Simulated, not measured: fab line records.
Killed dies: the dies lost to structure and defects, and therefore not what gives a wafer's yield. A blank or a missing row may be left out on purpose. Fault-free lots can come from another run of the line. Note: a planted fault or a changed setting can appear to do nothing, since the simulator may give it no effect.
Struck lot and sound lot, side by side -- flow rit cmos -- 43 out of 202 route steps
Sound: the wafers L479.3, L479.5, L479.6. Struck: wafers L474.3, L474.4, L474.6. At the end, the cause is stated.
Order at every step that has rows: each side's tool, ch and its chambers, its first start. Under that, the readings that differ: sound wafers -- struck wafers -- difference of the means -- sigmas: that difference in standard deviations of wafers without a fault.
alike: same words and numbers on both sides, and readings whose means sit less than 2 such deviations apart. not compared: any withheld reading, any reading some wafer has no value for, any bound like >300 that may hide the same value, and any number with overlapping values for which the record gives no deviation.
A row with sigmas, a row that says differs or no value, or rows on one side alone: a step with any of these is where the two part. Numbers that have no deviation but don't overlap get no sigmas and don't part them. Lack of a reading on every wafer of one side parts them only where that side has two or more wafers.

first, 3 steps without rows for these wafers: RIT_SDANNEAL_CLEAN_00 (cleans in SC1, time 600 s); RIT_SDANNEAL_CLEAN_01 (cleans in dHF, time 30 s); RIT_SDANNEAL_CLEAN_02 (cleans in SC2, time 600 s).
RIT_SDANNEAL_RTA_03: time 5 s.
  sound on rtp anneal-02 ch 0, day 4 23:42; struck on rtp anneal-01 ch 0, day 3 22:58
  alike: wafer_temp_C_max
RIT_SDANNEAL_RS_MEAS_04: the measuring method here is four-point-probe.
  sound: film metro-04 at day 4 23:46; struck: film metro-04 at day 3 23:03
  alike: PSD_RS
RIT_SDANNEAL_RS_MEAS_05: the measuring method here is four-point-probe.
  sound: film metro-04 at day 4 23:53; struck: film metro-04 at day 3 23:10
  alike: NSD_RS
RIT_SDANNEAL_RS_MEAS_06: the measuring method here is four-point-probe.
  sound: film metro-04 at day 5 00:01; struck: film metro-04 at day 3 23:17
  alike: PLDD_RS
RIT_SDANNEAL_RS_MEAS_07: the measuring method here is four-point-probe.
  sound: film metro-04 at day 5 00:08; struck: film metro-04 at day 3 23:25
  alike: NLDD_RS
then, 2 steps without rows for these wafers: RIT_SILICIDE_WET_ETCH_00 (etches SiO2 in BOE, target depth 14 nm, time 15 s); RIT_SILICIDE_SPUTTER_01 (material Ti, target thk 30 nm, time 240 s).
RIT_SILICIDE_RS_MEAS_02: the measuring method here is four-point-probe.
  sound: film metro-03 at day 5 00:25; struck: film metro-01 at day 3 23:44
reading,sound,struck,difference,sigmas
SILICIDE_TI_RS (ohm/sq),45.3 45.5 46.3,47.1 48.6 48.6,+2.4,+3
RIT_SILICIDE_THK_MEAS_03: measures by xrf.
  sound: film metro-03 at day 5 00:31; struck: film metro-01 at day 3 23:50
reading,sound,struck,difference,sigmas
SILICIDE_TI_THK (nm),31.5 31.3 30.9,30.7 29.8 29.8,-1.1,-2
RIT_SILICIDE_RTA_04: time 10 s, ramp up 5 s, ramp down 5 s.
  sound on rtp anneal-01 ch 0, day 5 00:35; struck on rtp anneal-02 ch 0, day 3 23:53
  alike: wafer_temp_C_max
then, 1 step without rows for these wafers: RIT_SILICIDE_WET_ETCH_05 (etches Ti in SPM, time 120 s).
RIT_SILICIDE_RTA_06: time 10 s, ramp up 5 s, ramp down 10 s.
  sound on rtp anneal-02 ch 0, day 5 00:41; struck on rtp anneal-01 ch 0, day 4 00:00
  alike: wafer_temp_C_max
RIT_CONTACT_CVD_00: deposits SiO2 from TEOS, target thk 400 nm, time 61 s.
  sound on pecvd-03 ch 0,2, day 5 00:44; struck on pecvd-02 ch 0,2, day 4 00:04
  alike: heater power w
RIT_CONTACT_THK_MEAS_01:
  sound: film metro-04 at day 5 00:48; struck: film metro-01 at day 4 00:08
  alike: CONTACT_TEOS_THK
then, 6 steps without rows for these wafers: RIT_CONTACT_HMDS_02 (prime time 60 s); RIT_CONTACT_COAT_03 (resist thk 1000 nm); RIT_CONTACT_SOFTBAKE_04 (time 60 s); RIT_CONTACT_EXPOSE_05 (exposes mask M11, target cd 1000 nm); RIT_CONTACT_PEB_06; RIT_CONTACT_DEVELOP_07 (develop time 120 s).
RIT_CONTACT_CD_MEAS_08 targets a cd of 1000 nm.
  sound: cd sem-02 at day 5 01:58; struck: cd sem-01 at day 4 01:19
  alike: cd nm
RIT_CONTACT_OVL_MEAS_09:
  sound: overlay-02 at day 5 02:04; struck: overlay-02 at day 4 01:25
  alike: CONTACT_OVL
then, 1 step without rows for these wafers: RIT_CONTACT_HARDBAKE_10 (time 60 s).
RIT_CONTACT_ETCH_11: etches SiO2 in CHF3/CF4/Ar, stops on TiSi2, target depth 480 nm, time 320 s.
  sound on rie diel-02 ch 0,1,3, day 5 02:14; struck on rie diel-02 ch 0,1, day 4 01:35
  alike: drypump motor current A, oes product au, throttle valve pct
  not compared: rf hours counter h
then, 1 step without rows for these wafers: RIT_CONTACT_STRIP_12 (strips in O2, time 180 s).
RIT_CONTACT_CD_MEAS_90 targets a cd of 1000 nm.
  sound: cd sem-01 at day 5 02:39; struck: cd sem-02 at day 4 01:59
  alike: cd nm
then, 2 steps without rows for these wafers: RIT_CONTACT_CLEAN_13 (cleans in SC1, time 600 s); RIT_CONTACT_CLEAN_14 (cleans in SC2, time 600 s).
RIT_M1_SPUTTER_00: material Al, target thk 400 nm, time 500 s.
  sound: pvd sputter-03 at day 5 03:05; struck: pvd sputter-04 at day 4 02:56
  alike: cathode dc power W, throttle valve pct
RIT_M1_RS_MEAS_01: the measuring method here is four-point-probe.
  sound: film metro-03 at day 5 03:25; struck: film metro-02 at day 4 03:17
  alike: M1_AL_RS
RIT_M1_THK_MEAS_02: measures by xrf.
  sound: film metro-03 at day 5 03:31; struck: film metro-02 at day 4 03:23
  alike: M1_AL_THK
then, 6 steps without rows for these wafers: RIT_M1_HMDS_03 (prime time 60 s); RIT_M1_COAT_04 (resist thk 1300 nm); RIT_M1_SOFTBAKE_05 (time 60 s); RIT_M1_EXPOSE_06 (exposes mask M12, target cd 2600 nm); RIT_M1_PEB_07; RIT_M1_DEVELOP_08 (develop time 68 s).
RIT_M1_CD_MEAS_09 targets a cd of 2600 nm.
  sound: cd sem-02 at day 5 04:37; struck: cd sem-01 at day 4 04:20
  alike: cd nm
RIT_M1_OVL_MEAS_10:
  sound: overlay-02 at day 5 04:42; struck: overlay-02 at day 4 04:26
reading,sound,struck,difference,sigmas
M1_OVL (nm),0.0 1.7 -0.8,-1.6 -2.1 -2.5,-2.4,-2
RIT_M1_PROBE_99:
  sound: prober-01 at day 5 07:20; struck: prober-02 at day 4 07:04
reading,sound,struck,difference,sigmas
model.etest.npoly line.rs ohm sq rim less centre,-0.225 -0.1249 0.01445,-1.857 -1.612 -1.853,-1.662,
model.etest.npoly line.rs ohm sq range,0.2533 0.4718 0.2418,2.025 1.814 2.071,+1.648,
model.etest.npoly line.rs ohm sq,16.52 16.48 16.74,15.92 16.42 16.25,-0.38,
  alike: killed at contacts, killed at front end, killed dies, killed open, killed short
  not compared: model.etest.npoly line.line ohm um, model.etest.ppoly line.line ohm um, model.etest.contact pplus.end ohm um, model.etest.contact nplus.end ohm um, model.etest.ppoly line.rs ohm sq

## WHERE THEY PART
Last at RIT_M1_OVL_MEAS_10 as far as this record goes, first at RIT_SILICIDE_RS_MEAS_02. Later steps at which nothing parts them and some readings are alike: RIT_M1_PROBE_99.

WHY: the cause the simulator had injected
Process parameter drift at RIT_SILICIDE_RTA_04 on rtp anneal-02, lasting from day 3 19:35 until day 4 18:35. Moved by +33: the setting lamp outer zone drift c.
